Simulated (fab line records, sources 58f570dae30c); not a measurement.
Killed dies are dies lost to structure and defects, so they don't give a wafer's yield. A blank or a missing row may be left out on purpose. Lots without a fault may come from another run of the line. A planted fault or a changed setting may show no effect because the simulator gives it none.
A struck lot beside a sound one | flow berkeley_cmos170 | 14 steps out of a route of 331
Sound: wafers L364.1, L364.3, L364.5. Struck: wafers L358.1, L358.2, L358.4. The cause comes at the end.
At each step with rows: each side's tool, then ch and its chambers, then its first start. Under that, the readings that differ: sound wafers | struck wafers | difference of the means | sigmas: that difference in standard deviations of wafers without a fault.
alike: readings whose means differ by less than 2 such deviations, and words and numbers that are the same on both sides. not compared: withheld readings, readings that some wafer has no value for, bounds like >300 that may hide the same value, and numbers for which the record gives no deviation and whose values overlap.
The two part at a step that has a row with sigmas, a row that says differs or no value, or rows on one side only. Numbers that don't overlap but have no deviation are shown without sigmas and don't part them. A reading that every wafer of one side lacks parts them only if that side has two wafers or more.

first, 1 step without rows for these wafers: UCB170_GATE_CVD_04 (deposits poly-Si from SiH4, time 1440 s, target thk 214 nm).
UCB170_GATE_THK_MEAS_05:
  sound on film_metro-02, day 9 17:02; struck on film_metro-02, day 8 04:08
  alike: GATE_POLY_THK
then, 6 steps without rows for these wafers: UCB170_GATE_COAT_06; UCB170_GATE_COAT_07 (resist thk 900 nm); UCB170_GATE_SOFTBAKE_08 (time 60 s); UCB170_GATE_EXPOSE_09 (exposes mask POLY, target cd 350 nm); UCB170_GATE_PEB_10; UCB170_GATE_DEVELOP_11 (develop time 45 s).
UCB170_GATE_CD_MEAS_12: target cd 350 nm.
  sound on cd_sem-01, day 9 18:37; struck on cd_sem-01, day 8 05:39
  alike: cd_nm
UCB170_GATE_OVL_MEAS_13:
  sound on overlay-01, day 9 18:44; struck on overlay-02, day 8 05:46
  alike: GATE_OVL
UCB170_GATE_ETCH_14: etches BARC in N2/H2.
  sound on rie_diel-01 ch 0,2, day 9 18:46; struck on rie_diel-04 ch 1,2,3, day 8 05:49
  alike: bias_w, drypump_motor_current_A, oes_product_au, throttle_valve_pct
UCB170_GATE_ETCH_15: etches poly-Si in HBr/Cl2, stops on SiO2, time 56.3 s, target depth 278.2 nm.
  sound on rie_si-02 ch 2,3, day 9 18:49; struck on rie_si-02 ch 0,1,3, day 8 05:51
  alike: bias_w, drypump_motor_current_A, he_backside_leak_sccm, oes_product_au, throttle_valve_pct
  not compared: rf_hours_counter_h
UCB170_GATE_STRIP_16: strips in O2.
  sound on plasma_asher-04 ch 0,1, day 9 18:51; struck on plasma_asher-02 ch 0,1, day 8 05:54
  no value came back on the struck wafers for chamber_pressure_mTorr (mTorr), drypump_motor_current_A (A), oes_product_au (a.u.), overash_fraction; on the sound wafers chamber_pressure_mTorr (mTorr) reads 3498 3501 3501
  reading                               | sound | struck            | difference | sigmas
  model.KrF_of_GATE_COAT_07.thk_nm (nm) | 0 0 0 | 778.6 777.9 781.6 | +779.4     |
  not compared: rf_hours_counter_h
UCB170_GATE_CD_MEAS_90: target cd 350 nm.
  sound on cd_sem-02, day 9 18:57; struck on cd_sem-02, day 8 06:04
  alike: cd_nm

WHERE THEY PART
Only at UCB170_GATE_STRIP_16, within this record. Later steps at which nothing parts them and some readings are alike: UCB170_GATE_CD_MEAS_90.

WHY: what the simulator had put in
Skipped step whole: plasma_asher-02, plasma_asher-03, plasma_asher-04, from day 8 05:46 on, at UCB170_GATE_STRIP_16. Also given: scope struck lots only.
